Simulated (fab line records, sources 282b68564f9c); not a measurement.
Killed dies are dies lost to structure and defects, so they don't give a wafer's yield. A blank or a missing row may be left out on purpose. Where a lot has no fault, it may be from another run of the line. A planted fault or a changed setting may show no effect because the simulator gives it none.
Split-lot experiment :: flow rit cmos :: 23 wafers read from 5 lots, route of 202 steps

ABOUT THE SPLIT
At RIT_NLDD_COAT_01 (resist thk 1000 nm), the setting spin rpm was moved away from the recipe's 3250 rpm on 6 of the 23 wafers read, by -6.3% to -3.7%. The other wafers ran this setting at the recipe's value.

FROM THE SPLIT TO THE READING: what the file shows between them, 3 steps
- RIT_NLDD_SOFTBAKE_02: time 60 s
- RIT_NLDD_EXPOSE_03: exposes mask M7, target cd 40700 nm
- RIT_NLDD_DEVELOP_05: develop time 50 s

THE READING
NOVOLAK_of_NLDD_COAT_01.thk nm (the simulator's own value, which no gauge read), in nm, at RIT_NLDD_HARDBAKE_07 (time 60 s). There is no usual value for it anywhere in the file. Here, 17 wafers ran the recipe; their average is 884.9 nm with a standard deviation of 2.5 nm.

wafer: L074.1
tool, chamber at the split: litho track-01, 0
spin rpm as run, rpm: 3250
against the recipe: recipe
NOVOLAK_of_NLDD_COAT_01.thk nm, nm: 886.3
against lot-mates on the recipe: -

wafer: L074.2
tool, chamber at the split: litho track-01, 0
spin rpm as run, rpm: 3250
against the recipe: recipe
NOVOLAK_of_NLDD_COAT_01.thk nm, nm: 887.2
against lot-mates on the recipe: -

wafer: L074.4
tool, chamber at the split: litho track-01, 0
spin rpm as run, rpm: 3250
against the recipe: recipe
NOVOLAK_of_NLDD_COAT_01.thk nm, nm: 883.9
against lot-mates on the recipe: -

wafer: L076.1
tool, chamber at the split: litho track-01, 0
spin rpm as run, rpm: 3250
against the recipe: recipe
NOVOLAK_of_NLDD_COAT_01.thk nm, nm: 884.2
against lot-mates on the recipe: -

wafer: L076.2
tool, chamber at the split: litho track-01, 0
spin rpm as run, rpm: 3130
against the recipe: -3.7%
NOVOLAK_of_NLDD_COAT_01.thk nm, nm: 900.3
against lot-mates on the recipe: +16.5

wafer: L076.4
tool, chamber at the split: litho track-01, 0
spin rpm as run, rpm: 3130
against the recipe: -3.7%
NOVOLAK_of_NLDD_COAT_01.thk nm, nm: 897.9
against lot-mates on the recipe: +14.1

wafer: L076.5
tool, chamber at the split: litho track-01, 0
spin rpm as run, rpm: 3130
against the recipe: -3.7%
NOVOLAK_of_NLDD_COAT_01.thk nm, nm: 902.4
against lot-mates on the recipe: +18.6

wafer: L076.6
tool, chamber at the split: litho track-01, 0
spin rpm as run, rpm: 3250
against the recipe: recipe
NOVOLAK_of_NLDD_COAT_01.thk nm, nm: 883.3
against lot-mates on the recipe: -

wafer: L078.1
tool, chamber at the split: litho track-03, 0
spin rpm as run, rpm: 3250
against the recipe: recipe
NOVOLAK_of_NLDD_COAT_01.thk nm, nm: 881.4
against lot-mates on the recipe: -

wafer: L078.2
tool, chamber at the split: litho track-03, 0
spin rpm as run, rpm: 3250
against the recipe: recipe
NOVOLAK_of_NLDD_COAT_01.thk nm, nm: 881.7
against lot-mates on the recipe: -

wafer: L078.3
tool, chamber at the split: litho track-03, 0
spin rpm as run, rpm: 3250
against the recipe: recipe
NOVOLAK_of_NLDD_COAT_01.thk nm, nm: 881.1
against lot-mates on the recipe: -

wafer: L078.5
tool, chamber at the split: litho track-03, 0
spin rpm as run, rpm: 3250
against the recipe: recipe
NOVOLAK_of_NLDD_COAT_01.thk nm, nm: 881.1
against lot-mates on the recipe: -

wafer: L078.4
tool, chamber at the split: litho track-03, 0
spin rpm as run, rpm: 3250
against the recipe: recipe
NOVOLAK_of_NLDD_COAT_01.thk nm, nm: 882.9
against lot-mates on the recipe: -

wafer: L084.1
tool, chamber at the split: litho track-03, 0
spin rpm as run, rpm: 3250
against the recipe: recipe
NOVOLAK_of_NLDD_COAT_01.thk nm, nm: 886
against lot-mates on the recipe: -

wafer: L084.5
tool, chamber at the split: litho track-03, 0
spin rpm as run, rpm: 3250
against the recipe: recipe
NOVOLAK_of_NLDD_COAT_01.thk nm, nm: 886
against lot-mates on the recipe: -

wafer: L084.2
tool, chamber at the split: litho track-03, 0
spin rpm as run, rpm: 3250
against the recipe: recipe
NOVOLAK_of_NLDD_COAT_01.thk nm, nm: 889.5
against lot-mates on the recipe: -

wafer: L084.4
tool, chamber at the split: litho track-03, 0
spin rpm as run, rpm: 3250
against the recipe: recipe
NOVOLAK_of_NLDD_COAT_01.thk nm, nm: 886.9
against lot-mates on the recipe: -

wafer: L084.6
tool, chamber at the split: litho track-03, 0
spin rpm as run, rpm: 3250
against the recipe: recipe
NOVOLAK_of_NLDD_COAT_01.thk nm, nm: 886.3
against lot-mates on the recipe: -

wafer: L085.1
tool, chamber at the split: litho track-02, 0
spin rpm as run, rpm: 3044
against the recipe: -6.3%
NOVOLAK_of_NLDD_COAT_01.thk nm, nm: 916.3
against lot-mates on the recipe: +28.9

wafer: L085.2
tool, chamber at the split: litho track-02, 0
spin rpm as run, rpm: 3044
against the recipe: -6.3%
NOVOLAK_of_NLDD_COAT_01.thk nm, nm: 914.3
against lot-mates on the recipe: +26.9

wafer: L085.3
tool, chamber at the split: litho track-02, 0
spin rpm as run, rpm: 3044
against the recipe: -6.3%
NOVOLAK_of_NLDD_COAT_01.thk nm, nm: 918.9
against lot-mates on the recipe: +31.5

wafer: L085.5
tool, chamber at the split: litho track-02, 0
spin rpm as run, rpm: 3250
against the recipe: recipe
NOVOLAK_of_NLDD_COAT_01.thk nm, nm: 886.7
against lot-mates on the recipe: -

wafer: L085.6
tool, chamber at the split: litho track-02, 0
spin rpm as run, rpm: 3250
against the recipe: recipe
NOVOLAK_of_NLDD_COAT_01.thk nm, nm: 888
against lot-mates on the recipe: -

THE FIT
A straight line over all 23 wafers: NOVOLAK_of_NLDD_COAT_01.thk nm changes by -4.81 nm for each +1% of spin rpm; r = -0.97; the points scatter about the line by 2.7 nm.
The same after taking each lot's own level away (the mean of its wafers on the recipe; 23 wafers): -4.57 nm for each +1%; r = -0.99; scatter 1.4 nm.
According to that fit, moving spin rpm by its largest amount changes the reading by 29 nm.
From 881.64 to 887.35 nm: that is the span of the lots' own levels, equal to 2.3 times the standard deviation above.
The two slopes agree, so the slope changes little with the lot-to-lot level.
Check: +28.9 nm against its lot-mates is what the line predicts for one of the wafers moved furthest among these (-6.3%) when that wafer is left out of the fit. It came out at +28.9 nm against them.

THE OTHER SPLITS THESE WAFERS WENT THROUGH
These wafers also went through other splits before the reading. Each is held against what the fit with the lots' levels taken away leaves over:
other split on the same wafers: RIT_ACTIVE_CVD_03 temp c
wafers away from the commonest value: 10
r with NOVOLAK_of_NLDD_COAT_01.thk nm (lot level and that fit taken away): -0.01

other split on the same wafers: RIT_ACTIVE_HMDS_05 prime time s
wafers away from the commonest value: 5
r with NOVOLAK_of_NLDD_COAT_01.thk nm (lot level and that fit taken away): +0.40

other split on the same wafers: RIT_NWELL_IMPLANT_08 dose cm2
wafers away from the commonest value: 9
r with NOVOLAK_of_NLDD_COAT_01.thk nm (lot level and that fit taken away): +0.05

other split on the same wafers: RIT_PWELL_COAT_01 spin rpm
wafers away from the commonest value: 10
r with NOVOLAK_of_NLDD_COAT_01.thk nm (lot level and that fit taken away): +0.02

other split on the same wafers: RIT_PWELL_IMPLANT_08 energy kev
wafers away from the commonest value: 7
r with NOVOLAK_of_NLDD_COAT_01.thk nm (lot level and that fit taken away): -0.28

other split on the same wafers: RIT_NRETRO_SOFTBAKE_02 temp c
wafers away from the commonest value: 10
r with NOVOLAK_of_NLDD_COAT_01.thk nm (lot level and that fit taken away): -0.01

other split on the same wafers: RIT_GATE_COAT_11 spin rpm
wafers away from the commonest value: 8
r with NOVOLAK_of_NLDD_COAT_01.thk nm (lot level and that fit taken away): +0.30

THE WHOLE CHAIN: every reading that the file lists as answering this split, in the file's order
step: RIT_NLDD_COAT_01
what it does: resist thk 1000 nm
reading: NOVOLAK_of_NLDD_COAT_01.thk nm (the simulator's own value, which no gauge read)
change (the file's fit): -5.21 nm for each +1% of the setting
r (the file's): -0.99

step: RIT_NLDD_HARDBAKE_07
what it does: time 60 s
reading: NOVOLAK_of_NLDD_COAT_01.thk nm (the simulator's own value, which no gauge read)
change (the file's fit): -4.56 nm for each +1% of the setting
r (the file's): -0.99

THE FILE'S OWN FIT
NOVOLAK_of_NLDD_COAT_01.thk nm changes by -4.56 nm for each +1% of spin rpm, r = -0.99.
